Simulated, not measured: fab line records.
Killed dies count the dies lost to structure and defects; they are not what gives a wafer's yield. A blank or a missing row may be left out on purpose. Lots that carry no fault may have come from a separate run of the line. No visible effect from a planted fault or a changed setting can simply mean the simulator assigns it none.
Struck lot and sound lot, side by side | flow berkeley_cmos170 | 14 out of 331 route steps
Sound: the wafers L181.1, L181.3, L181.5. Struck: wafers L185.1, L185.2, L185.6. The cause is given at the end.
For every step that has rows: the tool of each side, followed by ch and its chambers, followed by its first start. Under that, the readings that differ: sound wafers | struck wafers | difference of the means | sigmas: that difference in standard deviations of wafers without a fault.
alike: words and numbers the same on both sides, and readings whose means are apart by under 2 such deviations; not compared: readings that were withheld, readings missing a value for some wafer, numbers with overlapping values and no deviation given by the record, and bounds like >300 which may hide the same value.
A row with sigmas, a row that says differs or no value, or rows on one side alone: a step with any of these is where the two part. Numbers that don't overlap but have no deviation are shown without sigmas and don't part them. A reading that every wafer of one side lacks parts them only if that side has two wafers or more.

first, 2 steps without rows for these wafers: UCB170_NLDD_IMPLANT_08; UCB170_NLDD_IMPLANT_09.
UCB170_NLDD_STRIP_10: strips in O2.
  sound on plasma_asher-03 ch 0,1, day 9 02:37; struck on plasma_asher-03 ch 0,1, day 10 07:27
  reading                      | sound             | struck            | difference | sigmas
  strip_time_to_endpoint_s (s) | 21.65 21.73 21.70 | 21.55 21.53 21.53 | -0.16      | -3
  alike: drypump_motor_current_A, oes_product_au
  not compared: rf_hours_counter_h
UCB170_NLDD_TW_MEAS_11:
  sound: film_metro-04 at day 9 02:43; struck: film_metro-03 at day 10 07:33
  alike: NLDD_TW
then, 1 step without rows for these wafers: UCB170_NLDD_CLEAN_12 (cleans in SPM, time 600 s).
UCB170_SPACER_CVD_00: deposits SiO2 from TEOS/O2, target thk 376 nm, time 47 s.
  sound on pecvd-03 ch 0,2, day 9 03:10; struck on pecvd-03 ch 0,1,2, day 10 07:48
  alike: heater_power_w, pressure_mtorr, rf_fwd_power_W
UCB170_SPACER_THK_MEAS_01:
  sound: film_metro-01 at day 9 03:13; struck: film_metro-01 at day 10 07:50
  alike: SPACER_TEOS_THK
then, 1 step without rows for these wafers: UCB170_SPACER_ANNEAL_02 (time 1800 s).
UCB170_SPACER_ETCHBACK_03: etches SiO2 in CHF3/CF4/Ar, stops on Si, target depth 376 nm, time 100 s.
  sound on rie_diel-03 ch 0,1,3, day 9 05:46; struck on rie_diel-01 ch 0,1, day 10 14:26
  alike: drypump_motor_current_A, oes_product_au, rf_fwd_power_W, throttle_valve_pct
  not compared: rf_hours_counter_h
then, 3 steps without rows for these wafers: UCB170_PSD_HMDS_00 (prime time 60 s); UCB170_PSD_COAT_01 (resist thk 900 nm); UCB170_PSD_SOFTBAKE_02 (time 60 s).
UCB170_PSD_EXPOSE_03: exposes mask PSELECT MOD, target cd 1200 nm.
  sound on krf_scanner-01 ch 0, day 9 06:59; struck on krf_scanner-01, day 10 14:59
  no value came back on the struck wafers for exposure_dose_mJ_cm2, focus_offset_nm (nm); on the sound wafers exposure_dose_mJ_cm2 reads 29.927 29.964 29.983
  alike: mask
following that, these wafers have no rows for 1 step: UCB170_PSD_PEB_04.

== WHERE THEY PART ==
At UCB170_NLDD_STRIP_10 first; at UCB170_PSD_EXPOSE_03 last (within this record only).

WHY: whatever the simulator had introduced
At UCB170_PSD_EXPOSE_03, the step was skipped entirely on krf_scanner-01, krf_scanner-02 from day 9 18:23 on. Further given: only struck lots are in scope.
